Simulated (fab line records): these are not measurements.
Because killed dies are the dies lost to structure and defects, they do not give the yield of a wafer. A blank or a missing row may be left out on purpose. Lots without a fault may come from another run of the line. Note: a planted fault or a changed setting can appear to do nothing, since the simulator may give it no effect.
A struck lot beside a sound one    flow rit cmos    29 steps out of a route of 202
Sound: wafers L456.3, L456.5, L456.6. Struck: wafer L468.5 (left out: L468.4, L468.6 of the same lot, which were not struck); the cause appears at the end.
Each step with rows lists, per side, the tool, then ch with its chambers, then its first start. Under that, the readings that differ: sound wafers    struck wafers    difference of the means    sigmas: that difference in standard deviations of wafers without a fault.
alike: words and numbers the same on both sides, and readings whose means are apart by under 2 such deviations; not compared: readings that were withheld, readings missing a value for some wafer, numbers with overlapping values and no deviation given by the record, and bounds like >300 which may hide the same value.
The two part at a step that has a row with sigmas, a row that says differs or no value, or rows on one side only. Numbers that have no deviation but don't overlap get no sigmas and don't part them. A reading missing from all wafers of one side parts the sides only when that side holds two or more wafers.

RIT_SDANNEAL_RTA_03: time 5 s.
  sound on rtp anneal-01 ch 0, day 3 17:13; struck on rtp anneal-01 ch 0, day 6 12:29
  alike: ramp up c per s, wafer_temp_C_max
RIT_SDANNEAL_RS_MEAS_04: measurement is done with a four-point probe.
  sound: film metro-04 at day 3 17:18; struck: film metro-02 at day 6 12:35
reading          sound                 struck  difference  sigmas
PSD_RS (ohm/sq)  115.95 116.00 116.01  116.57  +0.58       +2
RIT_SDANNEAL_RS_MEAS_05: measurement is done with a four-point probe.
  sound: film metro-04 at day 3 17:25; struck: film metro-02 at day 6 12:42
  alike: NSD_RS
RIT_SDANNEAL_RS_MEAS_06: measurement is done with a four-point probe.
  sound: film metro-04 at day 3 17:32; struck: film metro-02 at day 6 12:49
  alike: PLDD_RS
RIT_SDANNEAL_RS_MEAS_07: measurement is done with a four-point probe.
  sound: film metro-04 at day 3 17:40; struck: film metro-02 at day 6 12:56
  alike: NLDD_RS
then, 1 step without rows for these wafers: RIT_SILICIDE_WET_ETCH_00 (etches SiO2 in BOE, target depth 14 nm, time 15.47 s).
RIT_SILICIDE_SPUTTER_01: material Ti, target thk 30 nm, time 240 s.
  sound: pvd sputter-01 at day 3 17:45; struck: pvd sputter-02 at day 6 13:01
reading                 sound           struck  difference  sigmas
throttle valve pct (%)  29.5 29.3 27.1  31.8    +3.2        +2
  alike: substrate temp c
RIT_SILICIDE_RS_MEAS_02: measurement is done with a four-point probe.
  sound: film metro-04 at day 3 17:56; struck: film metro-01 at day 6 13:14
  alike: SILICIDE_TI_RS
RIT_SILICIDE_THK_MEAS_03: measures by xrf.
  sound: film metro-04 at day 3 18:02; struck: film metro-01 at day 6 13:19
  alike: SILICIDE_TI_THK
RIT_SILICIDE_RTA_04: time 10 s, ramp up 5 s, ramp down 5 s.
  sound on rtp anneal-01 ch 0, day 3 18:06; struck on rtp anneal-01 ch 0, day 6 13:23
  alike: wafer_temp_C_max
then, 1 step without rows for these wafers: RIT_SILICIDE_WET_ETCH_05 (etches Ti in SPM, time 120 s).
RIT_SILICIDE_RTA_06: time 10 s, ramp up 5 s, ramp down 10 s.
  sound on rtp anneal-02 ch 0, day 3 18:13; struck on rtp anneal-02 ch 0, day 6 13:29
  alike: wafer_temp_C_max
RIT_CONTACT_CVD_00: deposits SiO2 from TEOS, target thk 400 nm, time 59.75 s.
  sound on pecvd-03 ch 0,2, day 3 18:16; struck on pecvd-03 ch 0, day 6 13:33
reading                                   sound            struck  difference  sigmas
model.SiO2_of_CONTACT_CVD_00.thk nm (nm)  391.6 400 402.7  554.5   +156.4      
  alike: heater power w
RIT_CONTACT_THK_MEAS_01:
  sound: film metro-02 at day 3 18:20; struck: film metro-02 at day 6 13:36
reading                sound        struck  difference  sigmas
CONTACT_TEOS_THK (nm)  392 400 403  554     +156        +33
then, 6 steps without rows for these wafers: RIT_CONTACT_HMDS_02 (prime time 60 s); RIT_CONTACT_COAT_03 (resist thk 1000 nm); RIT_CONTACT_SOFTBAKE_04 (time 60 s); RIT_CONTACT_EXPOSE_05 (exposes mask M11, target cd 1000 nm); RIT_CONTACT_PEB_06; RIT_CONTACT_DEVELOP_07 (develop time 120 s).
RIT_CONTACT_CD_MEAS_08: target cd 1000 nm.
  sound: cd sem-01 at day 3 19:30; struck: cd sem-01 at day 6 14:59
  alike: cd nm
RIT_CONTACT_OVL_MEAS_09:
  sound: overlay-02 at day 3 19:35; struck: overlay-01 at day 6 15:04
  alike: CONTACT_OVL
then, 1 step without rows for these wafers: RIT_CONTACT_HARDBAKE_10 (time 60 s).
RIT_CONTACT_ETCH_11: etches SiO2 in CHF3/CF4/Ar, stops on TiSi2, target depth 480 nm, time 320 s.
  sound on rie diel-03 ch 1,2, day 3 19:46; struck on rie diel-04 ch 3, day 6 15:14
reading                              sound            struck  difference  sigmas
model.etch.depth nm (nm)             391.6 400 402.7  476.1   +78.0       
model.CONTACT.feature depth nm (nm)  391.6 400 402.7  476.1   +78.0       
  alike: chamber pressure mTorr, drypump motor current A, oes product au, throttle valve pct
  not compared: rf hours counter h
RIT_CONTACT_STRIP_12: strips in O2, time 180 s.
  sound on plasma asher-02 ch 0,1, day 3 20:01; struck on plasma asher-02 ch 0, day 6 15:29
  alike: chamber pressure mTorr, drypump motor current A
  not compared: rf hours counter h
RIT_CONTACT_CD_MEAS_90: target cd 1000 nm.
  sound: cd sem-02 at day 3 20:10; struck: cd sem-01 at day 6 15:40
  alike: cd nm
RIT_CONTACT_CLEAN_13: cleans in SC1, time 600 s.
  sound on wet bench-01 ch 3, day 3 20:15; struck on wet bench-03 ch 2, day 6 15:43
reading                                   sound            struck  difference  sigmas
model.SiO2_of_CONTACT_CVD_00.thk nm (nm)  387.6 396 398.7  550.4   +156.3      
then, 1 step without rows for these wafers: RIT_CONTACT_CLEAN_14 (cleans in SC2, time 600 s).
RIT_M1_PROBE_99:
  sound: prober-01 at day 4 00:55; struck: prober-01 at day 6 20:28
reading             sound  struck  difference  sigmas
killed at contacts  0 0 0  259     +259        +99 or more
killed dies         8 6 3  264     +258        +81
killed on rim       6 3 2  70      +66         +44
  alike: killed_at_M0_to_M3, killed at front end, killed open, killed short

== WHERE THEY PART ==
At RIT_SDANNEAL_RS_MEAS_04 first; at RIT_M1_PROBE_99 last (within this record only).

WHY: what had been put in by the simulator
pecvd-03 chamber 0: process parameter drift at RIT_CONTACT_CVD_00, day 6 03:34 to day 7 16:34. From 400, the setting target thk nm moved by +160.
